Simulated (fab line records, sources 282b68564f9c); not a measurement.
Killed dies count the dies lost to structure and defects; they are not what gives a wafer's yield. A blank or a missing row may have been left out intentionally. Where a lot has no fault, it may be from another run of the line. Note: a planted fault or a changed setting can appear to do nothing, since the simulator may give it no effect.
What tool caused it? / flow rit cmos / 42 wafers from 14 lots sampled at 2 of the route's 202 steps

WHAT THE GAUGES READ, wafer by wafer
The record holds no reading of a measuring or inspecting step that can be judged against a usual standard deviation.

WHICH TOOL RAN EACH LOT (tool, then ch and the chambers of the sampled wafers, then the start)
lot=L731; RIT_GATE_CLEAN_01=wet bench-04 ch 3, day 2 16:59; RIT_M1_PROBE_99=-
lot=L732; RIT_GATE_CLEAN_01=wet bench-03 ch 2, day 2 21:37; RIT_M1_PROBE_99=-
lot=L733; RIT_GATE_CLEAN_01=wet bench-02 ch 3, day 3 02:49; RIT_M1_PROBE_99=-
lot=L735; RIT_GATE_CLEAN_01=wet bench-04 ch 1, day 3 14:19; RIT_M1_PROBE_99=prober-02, day 4 23:36
lot=L736; RIT_GATE_CLEAN_01=wet bench-02 ch 0, day 3 22:42; RIT_M1_PROBE_99=prober-01, day 5 04:57
lot=L737; RIT_GATE_CLEAN_01=wet bench-03 ch 2, day 4 05:14; RIT_M1_PROBE_99=prober-02, day 5 09:08
lot=L739; RIT_GATE_CLEAN_01=wet bench-02 ch 2, day 4 13:25; RIT_M1_PROBE_99=-
lot=L740; RIT_GATE_CLEAN_01=wet bench-02 ch 2, day 4 17:52; RIT_M1_PROBE_99=-
lot=L741; RIT_GATE_CLEAN_01=wet bench-02 ch 0, day 4 21:21; RIT_M1_PROBE_99=-
lot=L744; RIT_GATE_CLEAN_01=wet bench-04 ch 3, day 5 10:05; RIT_M1_PROBE_99=-
lot=L746; RIT_GATE_CLEAN_01=wet bench-02 ch 2, day 5 21:44; RIT_M1_PROBE_99=prober-02, day 7 02:04
lot=L748; RIT_GATE_CLEAN_01=wet bench-02 ch 3, day 6 03:55; RIT_M1_PROBE_99=prober-02, day 7 07:28
lot=L749; RIT_GATE_CLEAN_01=wet bench-03 ch 3, day 6 09:26; RIT_M1_PROBE_99=-
lot=L753; RIT_GATE_CLEAN_01=wet bench-04 ch 0, day 7 06:38; RIT_M1_PROBE_99=-
- RIT_GATE_CLEAN_01: cleans in SC1, time 600 s.
- RIT_M1_PROBE_99

AS READ BY THE TOOLS THEMSELVES (means over the sampled wafers that have a number; for cases with no such wafer, the mark the record gives instead)
RIT_M1_PROBE_99. Usual: value, then standard deviation, for each; killed_at_M0_to_M3 0.0 / 0.12; killed at contacts 0.0 / 0.16; killed at front end 7.5 / 2.8; killed dies 7.6 / 2.9; killed on rim 2.1 / 1.4; killed open 3.7 / 2; killed short 3.8 / 2.
lot=L735; tool=prober-02; killed_at_M0_to_M3=0.0; killed at contacts=0.0; killed at front end=6.0; killed dies=6.0; killed on rim=1.7; killed open=3.0; killed short=3.0; flag=
lot=L736; tool=prober-01; killed_at_M0_to_M3=0.0; killed at contacts=0.0; killed at front end=7.3; killed dies=7.3; killed on rim=3.0; killed open=4.0; killed short=3.3; flag=
lot=L737; tool=prober-02; killed_at_M0_to_M3=0.0; killed at contacts=0.0; killed at front end=6.0; killed dies=6.0; killed on rim=1.0; killed open=3.3; killed short=2.7; flag=
lot=L746; tool=prober-02; killed_at_M0_to_M3=0.0; killed at contacts=0.0; killed at front end=43.0; killed dies=43.0; killed on rim=11.0; killed open=3.3; killed short=4.0; flag=OFF
lot=L748; tool=prober-02; killed_at_M0_to_M3=0.0; killed at contacts=0.0; killed at front end=47.0; killed dies=47.0; killed on rim=9.0; killed open=3.3; killed short=4.0; flag=OFF

THE ANSWER, worked out from the rows above alone
Rule: a lot is off if the mean of its wafers that have a number lies more than 3 standard deviations from the usual mean. A lot without any number at a reading at which 4 lots or more have one is off too. All remaining lots with rows at the step are treated as sound. The gauges are gone through in route order, then the tools' own readings, and for those a lot's mean is taken as printed above. The first step at which some lot is off is used, and at that step the reading that is off furthest; a lot without a number counts as furthest.
Off at RIT_M1_PROBE_99 (killed at front end): L746, L748. Neither off nor sound, because the step has no rows for them: L731, L732, L733, L739, L740, L741, L744, L749, L753.
If a tool, at that step or one of the process steps before it, ran each lot that is off and ran no sound lot following the first of them, it fits. 2 tools fit, wet bench-02 at RIT_GATE_CLEAN_01 and prober-02 at RIT_M1_PROBE_99, so this cannot tell which one it is.

WHAT WAS PUT IN BY THE SIMULATOR
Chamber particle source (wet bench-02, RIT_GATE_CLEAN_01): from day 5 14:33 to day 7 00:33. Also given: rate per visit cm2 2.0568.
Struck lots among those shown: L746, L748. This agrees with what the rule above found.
